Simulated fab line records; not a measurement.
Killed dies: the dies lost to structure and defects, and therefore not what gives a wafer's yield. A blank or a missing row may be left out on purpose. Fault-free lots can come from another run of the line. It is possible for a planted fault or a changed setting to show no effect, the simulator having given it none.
fab line records	flow rit_cmos
record: lots: 5	wafers: 27
route steps=202 shown ACTIVE@2 FOX2@25 SPACER@128
start_h: start of the lot's first displayed wafer, in hours after the record's first day	wait_h: time in hours since the lot's previous step	" identical to the entry in the row above	L1.1+2: a single row standing in for several wafers	- no value present, or no start provided	* or withheld: withheld	< > ~ a bound
route shown NAME@n: NAME is a module with steps in the file, n the number in the route of the first one	usual: mean and standard deviation over wafers with no fault	same: alike in all rows	chamber/n: place in a boat	sites: each site's reading	_std_site: the values' standard deviation	_edge_site: mean of outer sites minus mean of inner sites	radius_mm: how far each site lies from the wafer's centre	mask NAME#n: copy n	behind: the tool/chamber that last shaped the wafer	hold: reason for holding the lot/hours on hold/outcome of the hold	device: which transistor (n, p or np) failed to switch	end of line: tests run on the same wafers once the route is complete	a step given without rows: its recipe and nothing more	killed: dies that structure and defects cost at the first sort, which is not the same as the wafer's yield	map: shows each die of a wafer: x if killed, . if not, _ if none is there
set.NAME: the run value of the setting; set.NAME@STEP: its run value at that earlier step	model.NAME: the simulator's own value behind a step, which no gauge read
lots whose settings were changed on purpose; a table a step, a row a wafer
== steps ==
step: RIT_ACTIVE_OXIDATION_01
recipe: temp_c: 1000	ambient: O2	target_thk_a: 468	ox_time_s: 3360
lot.wafer	tool	chamber	start_h	wait_h	set.ox_time_s	model.SiO2_of_ACTIVE_OXIDATION_01.thk_nm
L075.1	-	-	-	0.1	3360	46.11
L075.2	"	-	"	"	3360	46.37
L075.3	"	-	"	"	3360	47
L075.4	"	-	"	"	3360	46.81
L075.5	"	-	"	"	3360	46.28
L075.6	"	-	"	"	3360	46.66
L076.1	-	-	-	0.1	4278	53.68
L076.2	"	-	"	"	4278	54.8
L076.3	"	-	"	"	4278	53.48
L076.4	"	-	"	"	4278	54.11
L076.5	"	-	"	"	4278	53.78
L076.6	"	-	"	"	4278	53.94
L079.1	furnace-03	0	35.17	0.2	3360	45.56
L079.4	"	0	"	"	3360	45.54
L079.5	"	0	"	"	3360	45.59
L082.1	-	-	-	0.1	5343	64.04
L082.2	"	-	"	"	5343	65.05
L082.3	"	-	"	"	5343	64.96
L082.4	"	-	"	"	5343	63.56
L082.5	"	-	"	"	5343	64.03
L082.6	"	-	"	"	5343	64.66
L084.1	-	-	-	0.1	2219	34.78
L084.2	"	-	"	"	2219	35.58
L084.3	"	-	"	"	2219	34.76
L084.4	"	-	"	"	2219	34.94
L084.5	"	-	"	"	2219	36.28
L084.6	"	-	"	"	2219	35.41
step: RIT_ACTIVE_THK_MEAS_02
recipe: reads: SiO2_of_ACTIVE_OXIDATION_01
usual: ACTIVE_OXIDE_THK: 46.8/0.75
lot.wafer	tool	chamber	start_h	wait_h	set.ox_time_s@ACTIVE_OXIDATION_01	ACTIVE_OXIDE_THK[nm]
L075.1	film_metro-04	-	-	-	3360	46.1
L075.2	"	-	"	"	3360	46.4
L075.3	"	-	"	"	3360	47.0
L075.4	"	-	"	"	3360	46.8
L075.5	"	-	"	"	3360	46.3
L075.6	"	-	"	"	3360	46.7
L076.1	film_metro-01	-	-	-	4278	53.7
L076.2	"	-	"	"	4278	54.8
L076.3	"	-	"	"	4278	53.4
L076.4	"	-	"	"	4278	54.1
L076.5	"	-	"	"	4278	53.8
L076.6	"	-	"	"	4278	53.9
L079.1	film_metro-04	-	37.10	0.0	3360	45.6
L079.4	"	-	"	"	3360	45.6
L079.5	"	-	"	"	3360	45.6
L082.1	film_metro-03	-	-	-	5343	64.0
L082.2	"	-	"	"	5343	65.1
L082.3	"	-	"	"	5343	64.9
L082.4	"	-	"	"	5343	63.6
L082.5	"	-	"	"	5343	64.0
L082.6	"	-	"	"	5343	64.7
L084.1	film_metro-03	-	-	-	2219	34.8
L084.2	"	-	"	"	2219	35.6
L084.3	"	-	"	"	2219	34.7
L084.4	"	-	"	"	2219	34.9
L084.5	"	-	"	"	2219	36.3
L084.6	"	-	"	"	2219	35.4
step: RIT_ACTIVE_HMDS_05
recipe: prime_time_s: 60	prime_temp_c: 140
lot.wafer	tool	chamber	start_h	wait_h	set.prime_time_s
L075.1+2+3	litho_track-04	0	18.59	0.1	38.34
L075.4+5+6	"	0	"	"	60
L076.1+2+3+4+5+6	litho_track-01	0	24.30	0.1	60
L079.1+4+5	litho_track-01	0	38.64	0.1	60
L082.1+2+5	litho_track-01	0	53.73	0.2	60
L082.3+4+6	"	0	"	"	85.78
L084.1+3+5	litho_track-04	0	63.67	0.1	60
L084.2+4+6	"	0	"	"	73.6
step: RIT_ACTIVE_COAT_06
recipe: resist: NOVOLAK	spin_rpm: 3250	resist_thk_nm: 980.8
step: RIT_ACTIVE_SOFTBAKE_07
recipe: resist: NOVOLAK	temp_c: 90	time_s: 60
step: RIT_ACTIVE_HARDBAKE_12
recipe: resist: NOVOLAK	temp_c: 140	time_s: 60
step: RIT_ACTIVE_ETCH_13
recipe: stop_on: SiO2	chemistry: SF6	target: Si3N4	time_s: 210	over_etch_frac: 0.4	SF6_flow_sccm: 200	pressure_mtorr: 260	rf_w: 125	target_depth_a: 2100
lot.wafer	tool	chamber	start_h	wait_h	set.ox_time_s@ACTIVE_OXIDATION_01	model.SiO2_of_ACTIVE_OXIDATION_01.thk_nm
L075.1	rie_diel-04	1	19.83	0.1	3360	46.11
L075.2	"	2	"	"	3360	46.37
L075.3	"	3	"	"	3360	47
L075.4	"	2	"	"	3360	46.81
L075.5	"	1	"	"	3360	46.28
L075.6	"	3	"	"	3360	46.66
L076.1	rie_diel-01	3	25.54	0.1	4278	48.96
L076.2	"	0	"	"	4278	54.8
L076.3	"	2	"	"	4278	52.93
L076.4	"	1	"	"	4278	54.11
L076.5	"	1	"	"	4278	53.78
L076.6	"	2	"	"	4278	53.38
L079.1	rie_diel-03	2	40.02	0.1	3360	43.26
L079.4	"	3	"	"	3360	45.54
L079.5	"	1	"	"	3360	45.59
L082.1	rie_diel-04	0	54.85	0.1	5343	63.71
L082.2	"	1	"	"	5343	65.05
L082.3	"	2	"	"	5343	64.96
L082.4	"	3	"	"	5343	63.56
L082.5	"	1	"	"	5343	64.03
L082.6	"	0	"	"	5343	64.33
L084.1	rie_diel-01	2	64.87	0.1	2219	34.22
L084.2	"	0	"	"	2219	35.58
L084.3	"	1	"	"	2219	34.76
L084.4	"	3	"	"	2219	30.1
L084.5	"	2	"	"	2219	35.72
L084.6	"	1	"	"	2219	35.41
step: RIT_ACTIVE_STRIP_14
recipe: chemistry: O2	time_s: 180	resist: NOVOLAK	platen_temp_c: withheld	power_w: 500	pressure_mtorr: 4000	o2_flow_sccm: 4000
step: RIT_FOX2_CLEAN_02
recipe: chemistry: dHF	dilution: 50:1	time_s: 180
step: RIT_FOX2_WET_ETCH_03
recipe: chemistry: H3PO4	target: Si3N4	target_depth_nm: 195	temp_c: 165	time_s: 2700
lot.wafer	tool	chamber	start_h	wait_h	set.ox_time_s@ACTIVE_OXIDATION_01	model.SiO2_of_ACTIVE_OXIDATION_01.thk_nm
L075.1	wet_bench-03	2	23.83	0.0	3360	41.25
L075.2	"	2	"	"	3360	41.47
L075.3	"	2	"	"	3360	42.04
L075.4	"	2	"	"	3360	41.87
L075.5	"	2	"	"	3360	41.41
L075.6	"	2	"	"	3360	41.76
L076.1	wet_bench-02	1	29.26	0.0	4278	43.52
L076.2	"	1	"	"	4278	48.71
L076.3	"	1	"	"	4278	47.05
L076.4	"	1	"	"	4278	48.08
L076.5	"	1	"	"	4278	47.82
L076.6	"	1	"	"	4278	47.48
L079.1	wet_bench-03	0	43.76	0.0	3360	38.31
L079.4	"	0	"	"	3360	40.38
L079.5	"	0	"	"	3360	40.42
L082.1	wet_bench-03	0	59.71	0.0	5343	56.79
L082.2	"	0	"	"	5343	58.04
L082.3	"	0	"	"	5343	57.95
L082.4	"	0	"	"	5343	56.66
L082.5	"	0	"	"	5343	57.06
L082.6	"	0	"	"	5343	57.34
L084.1	wet_bench-03	2	69.56	0.0	2219	30.34
L084.2	"	2	"	"	2219	31.54
L084.3	"	2	"	"	2219	30.84
L084.4	"	2	"	"	2219	26.7
L084.5	"	2	"	"	2219	31.69
L084.6	"	2	"	"	2219	31.41
step: RIT_SPACER_CVD_03
recipe: material: Si3N4	target_thk_nm: 250	temp_c: 810	precursor: SiH2Cl2/NH3	time_s: 3300	pressure_mtorr: 300	sih2cl2_flow_sccm: 60	nh3_flow_sccm: 150
lot.wafer	tool	chamber	start_h	wait_h	set.time_s	model.Si3N4_of_SPACER_CVD_03.thk_nm
L075.1	-	-	-	0.0	2052	157.7
L075.2	"	-	"	"	2052	155.2
L075.3	"	-	"	"	2052	157.3
L075.4	"	-	"	"	2052	157.2
L075.5	"	-	"	"	2052	157.8
L075.6	"	-	"	"	2052	157
L076.1+3	-	-	-	0.0	4879	371.2
L076.2	"	-	"	"	4879	369.6
L076.4	"	-	"	"	4879	369
L076.5	"	-	"	"	4879	370.5
L076.6	"	-	"	"	4879	370.1
L079.1	lpcvd-01	1	68.27	0.0	3300	253
L079.4	"	1	"	"	3300	250
L079.5	"	1	"	"	3300	250.8
L082.1	-	-	-	0.0	4330	329.4
L082.2	"	-	"	"	4330	329.6
L082.3	"	-	"	"	4330	329.5
L082.4	"	-	"	"	4330	330.2
L082.5	"	-	"	"	4330	331.8
L082.6	"	-	"	"	4330	330.1
L084.1+3	-	-	-	0.0	2645	202.6
L084.2	"	-	"	"	2645	200
L084.4	"	-	"	"	2645	200.2
L084.5	"	-	"	"	2645	203.4
L084.6	"	-	"	"	2645	199.9
step: RIT_SPACER_THK_MEAS_04
recipe: reads: Si3N4_of_SPACER_CVD_03
usual: SPACER_NITRIDE_THK: 251.9/1.6
lot.wafer	tool	chamber	start_h	wait_h	set.time_s@SPACER_CVD_03	SPACER_NITRIDE_THK[nm]
L075.1	film_metro-02	-	-	-	2052	157.8
L075.2	"	-	"	"	2052	155.1
L075.3	"	-	"	"	2052	157.3
L075.4	"	-	"	"	2052	157.3
L075.5	"	-	"	"	2052	157.7
L075.6	"	-	"	"	2052	157.1
L076.1	film_metro-01	-	-	-	4879	371.4
L076.2	"	-	"	"	4879	369.9
L076.3	"	-	"	"	4879	371.6
L076.4	"	-	"	"	4879	368.8
L076.5	"	-	"	"	4879	370.1
L076.6	"	-	"	"	4879	370.1
L079.1	film_metro-02	-	70.18	0.0	3300	253.1
L079.4	"	-	"	"	3300	250.1
L079.5	"	-	"	"	3300	250.9
L082.1	film_metro-04	-	-	-	4330	329.4
L082.2	"	-	"	"	4330	329.8
L082.3	"	-	"	"	4330	329.6
L082.4	"	-	"	"	4330	330.0
L082.5	"	-	"	"	4330	331.7
L082.6	"	-	"	"	4330	330.3
L084.1	film_metro-02	-	-	-	2645	202.5
L084.2	"	-	"	"	2645	199.9
L084.3	"	-	"	"	2645	202.7
L084.4	"	-	"	"	2645	200.2
L084.5	"	-	"	"	2645	203.5
L084.6	"	-	"	"	2645	199.8
step: RIT_SPACER_ETCHBACK_05
recipe: target_depth_a: 2500	SF6_flow_sccm: 30	CHF3_flow_sccm: 30	target: Si3N4	chemistry: SF6/CHF3	pressure_mtorr: 40	rf_w: 250	time_s: 240	stop_on: SiO2
usual: oes_product_au: 0.847/0.015
lot.wafer	tool	chamber	start_h	wait_h	set.time_s@SPACER_CVD_03	oes_product_au	model.Si3N4_of_SPACER_CVD_03.thk_nm	model.etch.depth_nm
L075.1	rie_diel-02	2	55.54	0.1	2052	0.622	124.3	157.7
L075.2	"	0	"	"	2052	0.603	121.4	155.2
L075.3	"	1	"	"	2052	0.604	123.5	157.3
L075.4	"	3	"	"	2052	0.630	124.8	157.2
L075.5	"	2	"	"	2052	0.625	124.6	157.8
L075.6	"	1	"	"	2052	0.594	123.4	157
L076.1	rie_diel-03	0	56.54	0.1	4879	0.991	292.5	306.7
L076.2	"	2	"	"	4879	1.004	288.9	315.7
L076.3	"	1	"	"	4879	0.953	294.6	298.4
L076.4	"	3	"	"	4879	0.995	289.9	310
L076.5	"	1	"	"	4879	0.947	293.4	300.6
L076.6	"	0	"	"	4879	0.989	291.8	306.1
L079.1	rie_diel-02	3	70.24	0.1	3300	0.863	199.8	253
L079.4	"	1	"	"	3300	0.823	195.9	250
L079.5	"	2	"	"	3300	0.844	198.2	250.8
L082.1	rie_diel-03	1	86.65	0.1	4330	0.970	260.6	301.9
L082.2	"	0	"	"	4330	1.003	259.3	308.4
L082.3	"	3	"	"	4330	0.998	258.2	312.7
L082.4	"	2	"	"	4330	1.006	257.3	319.4
L082.5	"	0	"	"	4330	0.994	261.6	305.9
L082.6	"	3	"	"	4330	1.002	258.7	312.7
L084.1	rie_diel-04	0	97.06	0.1	2645	0.707	157.5	202.6
L084.2	"	1	"	"	2645	0.741	156.8	200
L084.3	"	3	"	"	2645	0.725	160.8	202.6
L084.4	"	2	"	"	2645	0.709	157.9	200.2
L084.5	"	3	"	"	2645	0.726	161.4	203.4
L084.6	"	2	"	"	2645	0.721	157.6	199.9
== key ==
split: step: RIT_ACTIVE_OXIDATION_01	setting: ox_time_s	stated: 3360	by: lot
response: step: RIT_ACTIVE_OXIDATION_01	reading: model.SiO2_of_ACTIVE_OXIDATION_01.thk_nm	change: +0.31	per: 1%	r: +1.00
response: step: RIT_ACTIVE_THK_MEAS_02	reading: ACTIVE_OXIDE_THK	change: +0.31	per: 1%	r: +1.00
response: step: RIT_ACTIVE_ETCH_13	reading: model.SiO2_of_ACTIVE_OXIDATION_01.thk_nm	change: +0.316	per: 1%	r: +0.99
response: step: RIT_FOX2_WET_ETCH_03	reading: model.SiO2_of_ACTIVE_OXIDATION_01.thk_nm	change: +0.283	per: 1%	r: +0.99
split: step: RIT_ACTIVE_HMDS_05	setting: prime_time_s	stated: 60	by: wafer
response none clear
split: step: RIT_SPACER_CVD_03	setting: time_s	stated: 3300	by: lot
response: step: RIT_SPACER_CVD_03	reading: model.Si3N4_of_SPACER_CVD_03.thk_nm	change: +2.5	per: 1%	r: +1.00
response: step: RIT_SPACER_THK_MEAS_04	reading: SPACER_NITRIDE_THK	change: +2.5	per: 1%	r: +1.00
response: step: RIT_SPACER_ETCHBACK_05	reading: oes_product_au	change: +0.00456	per: 1%	r: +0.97
response: step: RIT_SPACER_ETCHBACK_05	reading: model.Si3N4_of_SPACER_CVD_03.thk_nm	change: +1.97	per: 1%	r: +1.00
response: step: RIT_SPACER_ETCHBACK_05	reading: model.etch.depth_nm	change: +1.84	per: 1%	r: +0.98
